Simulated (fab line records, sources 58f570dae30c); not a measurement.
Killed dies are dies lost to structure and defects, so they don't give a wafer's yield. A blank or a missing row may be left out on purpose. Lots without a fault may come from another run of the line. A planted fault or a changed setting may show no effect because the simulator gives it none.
Which tool did it? | flow berkeley_cmos170 | 14 lots, 42 wafers sampled, at 2 steps of a route of 331

WHAT THE GAUGES READ, wafer by wafer
UCB170_SDANNEAL_RS_MEAS_05: measures by four-point-probe. Usual: NLDD_RS 616.6 ohm/sq, standard deviation 1.6.
lot  | measured     | on            | NLDD_RS (ohm/sq)  | flag
L453 | day 8 09:04  | film_metro-01 | 613.8 613.6 614.0 |
L454 | day 8 09:03  | film_metro-02 | 619.8 618.9 618.2 |
L455 | day 8 22:16  | film_metro-04 | 614.5 615.1 614.9 |
L457 | day 9 02:49  | film_metro-01 | 615.4 616.5 616.6 |
L456 | day 9 03:39  | film_metro-04 | 615.7 612.9 615.3 |
L460 | day 9 13:59  | film_metro-01 | 619.8 617.0 617.5 |
L459 | day 9 13:43  | film_metro-04 | 616.5 618.1 617.5 |
L463 | day 10 12:15 | film_metro-02 | 616.5 617.1 618.0 |
L465 | day 11 01:41 | film_metro-01 | 641.3 640.3 641.6 | OFF
L467 | day 11 23:52 | film_metro-04 | 615.4 615.2 616.9 |
L471 | day 12 16:27 | film_metro-02 | 643.3 644.7 642.7 | OFF
L472 | day 12 16:34 | film_metro-01 | 616.3 616.3 615.8 |
L473 | day 12 16:55 | film_metro-04 | 616.6 618.1 617.4 |
L475 | day 13 16:02 | film_metro-04 | 616.5 619.3 618.3 |

WHICH TOOL RAN EACH LOT (tool, then ch and the chambers of the sampled wafers, then the start)
lot  | UCB170_NLDD_IMPLANT_08
L453 | implanter-03 ch 0, day 7 19:10
L454 | implanter-01 ch 0, day 7 19:35
L455 | implanter-03 ch 0, day 8 07:24
L457 | implanter-04 ch 0, day 8 15:02
L456 | implanter-03 ch 0, day 8 15:29
L460 | implanter-03 ch 0, day 9 02:08
L459 | implanter-01 ch 0, day 9 02:33
L463 | implanter-01 ch 0, day 9 22:59
L465 | implanter-03 ch 0, day 10 10:32
L467 | implanter-01 ch 0, day 11 07:34
L471 | implanter-03 ch 0, day 12 00:32
L472 | implanter-01 ch 0, day 12 07:17
L473 | implanter-04 ch 0, day 12 07:32
L475 | implanter-01 ch 0, day 13 05:07
- UCB170_NLDD_IMPLANT_08

WHAT THE TOOLS THEMSELVES READ (means of the sampled wafers that have a number; where no wafer has one, the mark that the record gives instead)
UCB170_NLDD_IMPLANT_08. Usual: dose_ions_cm2 5e+13, standard deviation 5.3e+10; faraday_current_uA 159, standard deviation 3.2.
lot  | tool         | dose_ions_cm2 | faraday_current_uA | flag
L453 | implanter-03 | 5e+13         | 157                |
L454 | implanter-01 | 5e+13         | 162                |
L455 | implanter-03 | 5e+13         | 158                |
L457 | implanter-04 | 5e+13         | 159                |
L456 | implanter-03 | 5e+13         | 158                |
L460 | implanter-03 | 5e+13         | 160                |
L459 | implanter-01 | 5e+13         | 161                |
L463 | implanter-01 | 5e+13         | 159                |
L465 | implanter-03 | 4e+13         | 143                | OFF
L467 | implanter-01 | 5e+13         | 159                |
L471 | implanter-03 | 4e+13         | 136                | OFF
L472 | implanter-01 | 5e+13         | 161                |
L473 | implanter-04 | 5e+13         | 153                |
L475 | implanter-01 | 5e+13         | 156                |

THE ANSWER, worked out from the rows above alone
Rule: a lot is off if the mean of its wafers that have a number lies more than 3 standard deviations from the usual mean. A lot without any number at a reading at which 4 lots or more have one is off too. The other lots that the step has rows for count as sound. The gauges are gone through in route order, then the tools' own readings, and for those a lot's mean is taken as printed above. The first step at which some lot is off is used, and at that step the reading that is off furthest; a lot without a number counts as furthest.
Off: L465, L471, at UCB170_SDANNEAL_RS_MEAS_05 (NLDD_RS).
A tool fits if, at a process step before that reading, it ran every lot that is off, and no sound lot after the first of them. The gauges at UCB170_SDANNEAL_RS_MEAS_05 aren't tried: what is off there is off at UCB170_NLDD_IMPLANT_08 too, on other tools, and a gauge's error can't cause that. One fits: implanter-03 at UCB170_NLDD_IMPLANT_08. Its last sound lot is L460 (day 9 02:08), its first lot that is off L465 (day 10 10:32): a fault that began between those two fits.
The tool's own readings at UCB170_NLDD_IMPLANT_08 bear it out: on the lots that are off they differ by more than 5 times the standard deviation of the sound lots' means. dose_ions_cm2 reads 4e+13 there against 5e+13 on the sound lots; faraday_current_uA reads 140 there against 159 on the sound lots.

WHAT THE SIMULATOR HAD PUT IN
Process parameter drift: implanter-03, from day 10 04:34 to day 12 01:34, at UCB170_NLDD_IMPLANT_08. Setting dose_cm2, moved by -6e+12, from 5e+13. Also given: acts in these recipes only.
Lots struck among those shown: L465, L471. The rule above found the same.
